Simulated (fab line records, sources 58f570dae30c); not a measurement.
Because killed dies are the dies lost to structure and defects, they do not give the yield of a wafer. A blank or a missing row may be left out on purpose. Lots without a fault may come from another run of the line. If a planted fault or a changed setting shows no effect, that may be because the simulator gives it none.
fab line records    flow berkeley-cmos170    part 2 of 2: steps 30 to 41 of 41
[record] lots = 5  wafers = 15  last-day = 11
route steps=331 shown PWELL@39 WELLDRIVE@55 ACTIVE@60 PFIELD@79
lots with no fault: from the same line, run without faults
start-h: start of the lot's first displayed wafer, in hours after the record's first day    wait-h: time in hours since the lot's previous step    " repeats the value in the row above    L1.1+2: several wafers, shown together as one row    - no value present, or no start provided    * or withheld: withheld    < > ~ a bound
route shown NAME@n: NAME is a module with steps in the file, n the number in the route of the first one    usual: average and standard deviation across the fault-free wafers    same: alike in all rows    chamber/n: place in a boat    sites: the reading at each site    _std_site: the standard deviation of these    _edge_site: mean of outer sites minus mean of inner sites    radius-mm: for every site, how far away it sits from the centre of the wafer    mask NAME#n: copy n    behind: the last tool/chamber to shape the wafer    hold: cause of the lot's hold/its duration in hours/its outcome    device: names the non-switching transistor (n, p or np)    end of line: the route-end tests of the same wafers    step lacking rows: just its recipe    killed: not the wafer's yield, but the dies lost to structure and defects at the first sort    map: a wafer's dies, x killed, . not, _ none there
set.NAME: the run value of the setting; set.NAME@STEP: its run value at that earlier step    model.NAME: the simulator's own value behind a step, which no gauge read
a table for each step, a row for each wafer; lots at some steps of the route
services: a tool's chamber out of use, with start hour (start-h, from the record's first day; less than 0 if before it), hours out, and reason
[[steps]]
[step UCB170_ACTIVE_COAT_08]
[recipe] resist = KrF  spin-rpm = 1500  resist-thk-nm = 900
lot.wafer   tool            chamber  start-h  wait-h
L077.1+2+6  litho-track-02  0        106.67   0.1
L081.1+2+3  litho-track-04  0        114.49   0.1
L080.1+3+4  litho-track-04  0        120.92   0.1
L084.1+2+4  litho-track-02  0        125.60   0.1
L087.1+2+3  litho-track-03  0        152.15   0.1
[step UCB170_ACTIVE_SOFTBAKE_09]
[recipe] resist = KrF  temp-c = 130  time-s = 60
lot.wafer   tool            chamber  start-h  wait-h
L077.1+2+6  litho-track-02  0        106.82   0.1
L081.1+2+3  litho-track-04  0        114.64   0.1
L080.1+3+4  litho-track-04  0        121.07   0.1
L084.1+2+4  litho-track-02  0        125.75   0.1
L087.1+2+3  litho-track-03  0        152.30   0.1
[step UCB170_ACTIVE_EXPOSE_10]
[recipe] mask-id = ACTIVE  target-cd-nm = 1200  na = 0.5  sigma-outer = 0.6  source-shape = conventional  dose-mj = 20
[same] na = 0.5
lot.wafer   tool            chamber  start-h  wait-h  mask
L077.1+2+6  krf-scanner-02  0        107.00   0.2     ACTIVE#0
L081.1+2+3  krf-scanner-02  0        115.07   0.4     ACTIVE#0
L080.1+3+4  krf-scanner-01  0        121.34   0.2     ACTIVE#0
L084.1+2+4  krf-scanner-01  0        126.24   0.5     ACTIVE#0
L087.1+2+3  krf-scanner-01  0        152.58   0.2     ACTIVE#0
[step UCB170_ACTIVE_PEB_11]
[recipe] peb-temp-c = 130  peb-time-s = withheld  resist = KrF
lot.wafer   tool            chamber  start-h  wait-h
L077.1+2+6  litho-track-04  0        107.54   0.5
L081.1+2+3  litho-track-03  0        115.31   0.2
L080.1+3+4  litho-track-02  0        122.17   0.8
L084.1+2+4  litho-track-03  0        126.36   0.1
L087.1+2+3  litho-track-03  0        152.70   0.1
[step UCB170_ACTIVE_DEVELOP_12]
[recipe] developer = TMAH  develop-time-s = 45  resist = KrF  dev-temp-c = 21
lot.wafer   tool            chamber  start-h  wait-h
L077.1+2+6  litho-track-04  0        -        -
L081.1+2+3  litho-track-03  0        -        -
L080.1+3+4  litho-track-02  0        -        -
L084.1+2+4  litho-track-03  0        -        -
L087.1+2+3  litho-track-03  0        -        -
[step UCB170_ACTIVE_CD_MEAS_13]
[recipe] target-cd-nm = 1200
[usual] cd-nm = 1200.0/1.6
lot.wafer  tool       chamber  start-h  wait-h  cd-nm
L077.1     cd-sem-02  -        107.83   -       1200.4
L077.2     "          -        "        "       1199.1
L077.6     "          -        "        "       1200.1
L081.1     cd-sem-02  -        115.59   -       1200.0
L081.2     "          -        "        "       1202.1
L081.3     "          -        "        "       1200.9
L080.1     cd-sem-01  -        122.45   -       1198.7
L080.3     "          -        "        "       1198.7
L080.4     "          -        "        "       1198.1
L084.1     cd-sem-02  -        126.69   -       1200.8
L084.2     "          -        "        "       1199.1
L084.4     "          -        "        "       1199.5
L087.1     cd-sem-01  -        153.07   -       1199.2
L087.2     "          -        "        "       1198.2
L087.3     "          -        "        "       1198.0
[step UCB170_ACTIVE_OVL_MEAS_14]
[usual] ACTIVE_OVL = -3/5.2
lot.wafer  tool        chamber  start-h  wait-h  ACTIVE_OVL[nm]
L077.1     overlay-01  -        107.95   0.1     -1
L077.2     "           -        "        "       1
L077.6     "           -        "        "       7
L081.1     overlay-02  -        115.71   0.1     -9
L081.2     "           -        "        "       4
L081.3     "           -        "        "       3
L080.1     overlay-02  -        122.57   0.1     -5
L080.3     "           -        "        "       1
L080.4     "           -        "        "       6
L084.1     overlay-01  -        126.81   0.1     8
L084.2     "           -        "        "       5
L084.4     "           -        "        "       -3
L087.1     overlay-01  -        153.19   0.1     -6
L087.2     "           -        "        "       -4
L087.3     "           -        "        "       -10
[step UCB170_ACTIVE_ETCH_15]
[recipe] chemistry = CH3F/Ar/O2  target = Si3N4  stop-on = SiO2  CH3F_flow_sccm = 20  Ar_flow_sccm = 50  O2_flow_sccm = 7  pressure-mtorr = 50  rf-w = 450  target-depth-a = 2420  over-etch-frac = 0.1  time-s = 151
[usual] CH3F_flow_sccm = 20.01/0.057  drypump-motor-current-A = 5.6/0.51  oes-product-au = 0.947/0.017  throttle-valve-pct = 7.99/0.1
[same] over-etch-frac = 0.1
lot.wafer  tool         chamber  start-h  wait-h  CH3F_flow_sccm  drypump-motor-current-A  oes-product-au  rf-hours-counter-h  throttle-valve-pct
L077.1     rie-diel-04  3        107.98   0.0     19.95           6.1                      0.951           103                 8.07
L077.2     "            0        "        "       20.03           6.0                      0.977           130                 8.00
L077.6     "            3        "        "       19.95           6.0                      0.956           -                   8.06
L081.1     rie-diel-03  0        115.74   0.0     19.97           5.0                      0.925           158                 8.15
L081.2     "            2        "        "       20.06           6.0                      0.952           43                  7.89
L081.3     "            1        "        "       19.99           4.8                      0.947           5                   7.84
L080.1     rie-diel-03  2        122.60   0.0     20.08           6.0                      0.954           43                  7.88
L080.3     "            3        "        "       20.01           6.0                      0.952           119                 7.86
L080.4     "            3        "        "       20.00           6.0                      0.948           -                   7.84
L084.1     rie-diel-03  1        126.85   0.0     20.04           4.7                      0.949           5                   7.82
L084.2     "            2        "        "       20.05           6.0                      0.944           43                  7.89
L084.4     "            3        "        "       19.94           6.0                      0.942           -                   7.86
L087.1     rie-diel-04  2        153.22   0.0     20.10           5.2                      0.970           32                  7.98
L087.2     "            0        "        "       20.02           6.0                      0.959           133                 7.98
L087.3     "            3        "        "       20.02           6.1                      0.944           105                 8.07
[step UCB170_ACTIVE_STRIP_16]
[recipe] chemistry = O2  power-w = 400  pressure-mtorr = 3500  platen-temp-c = withheld  o2-flow-sccm = 400  overash-fraction = 0.5
[usual] drypump-motor-current-A = 5.9/0.51  oes-product-au = 0.720/0.0048  strip-time-to-endpoint-s = 18.11/0.1
lot.wafer  tool             chamber  start-h  wait-h  drypump-motor-current-A  oes-product-au  rf-hours-counter-h  strip-time-to-endpoint-s
L077.1     plasma-asher-01  0        108.08   0.1     5.7                      0.720           35                  18.06
L077.2     "                1        "        "       6.1                      0.723           35                  18.09
L077.6     "                0        "        "       5.8                      0.719           -                   18.07
L081.1     plasma-asher-01  1        115.84   0.1     6.1                      0.724           36                  18.23
L081.2     "                0        "        "       5.7                      0.721           36                  18.34
L081.3     "                1        "        "       6.1                      0.722           -                   18.16
L080.1     plasma-asher-01  1        122.70   0.1     6.1                      0.723           37                  18.07
L080.3     "                0        "        "       5.7                      0.711           -                   18.02
L080.4     "                1        "        "       6.1                      0.724           -                   18.08
L084.1     plasma-asher-02  0        126.95   0.1     6.5                      0.727           34                  18.24
L084.2     "                1        "        "       5.7                      0.711           34                  18.38
L084.4     "                1        "        "       5.6                      0.717           -                   18.40
L087.1     plasma-asher-02  1        153.32   0.1     5.7                      0.716           37                  18.07
L087.2     "                0        "        "       6.5                      0.717           37                  18.06
L087.3     "                0        "        "       6.5                      0.722           -                   18.08
[step UCB170_ACTIVE_CD_MEAS_90]
[recipe] target-cd-nm = 1200
[usual] cd-nm = 1200.0/1.6
lot.wafer  tool       chamber  start-h  wait-h  cd-nm
L077.1     cd-sem-01  -        108.27   0.2     1200.4
L077.2     "          -        "        "       1199.1
L077.6     "          -        "        "       1199.9
L081.1     cd-sem-02  -        115.94   0.1     1200.7
L081.2     "          -        "        "       1202.0
L081.3     "          -        "        "       1200.8
L080.1     cd-sem-02  -        122.87   0.1     1199.2
L080.3     "          -        "        "       1198.6
L080.4     "          -        "        "       1198.5
L084.1     cd-sem-02  -        127.05   0.1     1200.6
L084.2     "          -        "        "       1199.3
L084.4     "          -        "        "       1200.0
L087.1     cd-sem-01  -        153.55   0.2     1199.0
L087.2     "          -        "        "       1198.5
L087.3     "          -        "        "       1198.5
[step UCB170_ACTIVE_CLEAN_17]
[recipe] chemistry = SPM  temp-c = 120  time-s = 600
lot.wafer   tool          chamber  start-h  wait-h
L077.1+2+6  wet-bench-03  0        108.39   0.1
L081.1+2+3  wet-bench-03  3        116.17   0.2
L080.1+3+4  wet-bench-03  0        122.99   0.1
L084.1+2+4  wet-bench-03  2        127.17   0.1
L087.1+2+3  wet-bench-04  0        153.67   0.1
[step UCB170_PFIELD_HMDS_00]
[recipe] prime-time-s = 60  prime-temp-c = 100
lot.wafer   tool            chamber  start-h  wait-h
L077.1+2+6  litho-track-04  0        109.26   0.7
L081.1+2+3  litho-track-04  0        116.34   0.0
L080.1+3+4  litho-track-01  0        123.17   0.0
L084.1+2+4  litho-track-01  0        127.36   0.0
L087.1+2+3  litho-track-01  0        154.39   0.5
[[services]]
tool             chamber  start-h  hours  kind
wet-bench-04     -        48.66    1.9    pm
rie-diel-03      3        50.51    3.8    repair
furnace-02       -        51.05    3.5    pm
furnace-02       -        58.04    2.6    pm
wet-bench-03     -        62.31    35.3   pm
implanter-04     -        68.16    9.6    repair
implanter-01     -        80.32    2.9    repair
lpcvd-01         -        81.71    0.7    repair
krf-scanner-02   -        83.13    1.3    pm
plasma-asher-01  -        84.55    1.8    repair
implanter-02     -        93.66    6.3    pm
krf-scanner-02   -        94.61    1.0    pm
implanter-01     -        95.72    3.2    repair
krf-scanner-01   -        98.40    1.0    pm
krf-scanner-01   -        104.39   5.2    repair
plasma-asher-03  -        108.75   9.0    pm
krf-scanner-02   -        109.59   0.8    pm
krf-scanner-01   -        119.12   0.3    repair
krf-scanner-01   -        122.06   0.8    pm
krf-scanner-01   -        128.75   3.6    pm
plasma-asher-03  -        139.28   4.8    repair
plasma-asher-03  -        140.50   2.1    repair
furnace-04       -        141.86   2.8    pm
furnace-01       -        153.93   2.9    pm
